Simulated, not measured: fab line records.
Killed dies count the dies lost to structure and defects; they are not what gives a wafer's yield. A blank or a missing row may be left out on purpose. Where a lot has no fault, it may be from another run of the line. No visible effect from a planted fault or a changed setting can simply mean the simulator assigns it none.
Lot-split experiment | flow berkeleyCmos170 | on a route of 331 steps: 5 lots, 23 wafers read

ABOUT THE SPLIT
At UCB170_GATE_EXPOSE_09 (exposes mask POLY, target cd 350 nm), the setting doseMj was moved away from the recipe's 21 on 10 of the 23 wafers read, by -3.5% to +6.3%. For the rest of the wafers, this setting stayed at what the recipe calls for.

FROM THE SPLIT TO THE READING: what the file shows between them, 6 steps
- UCB170_GATE_PEB_10
- UCB170_GATE_DEVELOP_11: develop time 45 s
- UCB170_GATE_CD_MEAS_12: target cd 350 nm
- UCB170_GATE_ETCH_14: etches BARC in N2/H2
- UCB170_GATE_ETCH_15: etches poly-Si in HBr/Cl2, stops on SiO2, time 56.3 s, target depth 278.2 nm
- UCB170_GATE_STRIP_16: strips in O2

THE READING
cdNm, in nm, at UCB170_GATE_CD_MEAS_90 (target cd 350 nm). Typical for fault-free wafers on this fab line: 350.5 nm, with standard deviation 1.5 nm.

wafer  | tool, chamber at the split | doseMj as run | against the recipe | cdNm, nm | against lot-mates on the recipe
L074.1 | krfScanner-01, 0           | 21            | recipe             | 351.0    | -
L074.4 | krfScanner-01, 0           | 21            | recipe             | 350.6    | -
L074.5 | krfScanner-01, 0           | 21            | recipe             | 350.5    | -
L079.1 | krfScanner-01, 0           | 20.27         | -3.5%              | 355.2    | +5.8
L079.2 | krfScanner-01, 0           | 21            | recipe             | 349.4    | -
L079.3 | krfScanner-01, 0           | 21            | recipe             | 349.3    | -
L079.4 | krfScanner-01, 0           | 20.27         | -3.5%              | 354.8    | +5.4
L079.6 | krfScanner-01, 0           | 20.27         | -3.5%              | 353.7    | +4.3
L081.1 | krfScanner-02, 0           | 21            | recipe             | 349.9    | -
L081.2 | krfScanner-02, 0           | 22.16         | +5.5%              | 341.0    | -8.6
L081.3 | krfScanner-02, 0           | 21            | recipe             | 349.4    | -
L081.5 | krfScanner-02, 0           | 22.16         | +5.5%              | 341.4    | -8.2
L081.6 | krfScanner-02, 0           | 21            | recipe             | 349.4    | -
L082.1 | krfScanner-02, 0           | 21            | recipe             | 351.2    | -
L082.2 | krfScanner-02, 0           | 22.33         | +6.3%              | 340.2    | -10.7
L082.3 | krfScanner-02, 0           | 21            | recipe             | 350.6    | -
L082.4 | krfScanner-02, 0           | 22.33         | +6.3%              | 339.2    | -11.7
L082.5 | krfScanner-02, 0           | 21            | recipe             | 350.8    | -
L084.1 | krfScanner-02, 0           | 21            | recipe             | 348.3    | -
L084.2 | krfScanner-02, 0           | 21.49         | +2.3%              | 344.9    | -4.2
L084.3 | krfScanner-02, 0           | 21            | recipe             | 349.8    | -
L084.4 | krfScanner-02, 0           | 21.49         | +2.3%              | 344.7    | -4.4
L084.6 | krfScanner-02, 0           | 21.49         | +2.3%              | 344.1    | -4.9

THE FIT
A straight line over all 23 wafers: cdNm changes by -1.58 nm for each +1% of doseMj; r = -0.98; the points scatter about the line by 0.96 nm.
The same after taking each lot's own level away (the mean of its wafers on the recipe; 23 wafers): -1.63 nm for each +1%; r = -0.99; scatter 0.59 nm.
That fit puts the effect of the largest move of doseMj on the reading at 10 nm.
Across the lots, their own levels run from 349.05 to 350.87 nm, a range of 1.2 times the standard deviation given above.
So the lot-to-lot level changes the slope little: the two slopes agree.
Check: for one of the wafers moved furthest among these (+6.3%), held out of the fit, the line's prediction against its lot-mates is -10.5 nm. It came out at -10.7 nm against them.

ADDITIONAL SPLITS CARRIED BY THESE WAFERS
Before the reading, these wafers also passed through other splits. Each is held against what the fit with the lots' levels taken away leaves over:
other split on the same wafers     | wafers away from the commonest value | r with cdNm (lot level and that fit taken away)
UCB170_NWELL_OXIDATION_01 oxTimeS  | 10                                   | +0.37
UCB170_NWELL_IMPLANT_14 energyKev  | 11                                   | +0.27
UCB170_PWELL_IMPLANT_15 energyKev  | 6                                    | -0.24
UCB170_PFIELD_IMPLANT_07 energyKev | 5                                    | -0.29
UCB170_SACOX_OXIDATION_01 tempC    | 10                                   | -0.30
UCB170_GATE_CVD_04 pressureMtorr   | 15                                   | +0.06

THE WHOLE CHAIN: every reading that the file lists as answering this split, in the file's order
step                   | what it does                                                                 | reading                                                    | change (the file's fit)              | r (the file's)
UCB170_GATE_CD_MEAS_12 | target cd 350 nm                                                             | cdNm                                                       | -1.65 nm for each +1% of the setting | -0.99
UCB170_GATE_ETCH_15    | etches poly-Si in HBr/Cl2, stops on SiO2, time 56.3 s, target depth 278.2 nm | GATE.cdNm (the simulator's own value, which no gauge read) | -1.64 nm for each +1% of the setting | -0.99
UCB170_GATE_CD_MEAS_90 | target cd 350 nm                                                             | cdNm                                                       | -1.66 nm for each +1% of the setting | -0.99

FILE'S OWN FIT
cdNm changes by -1.66 nm for each +1% of doseMj, r = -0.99.
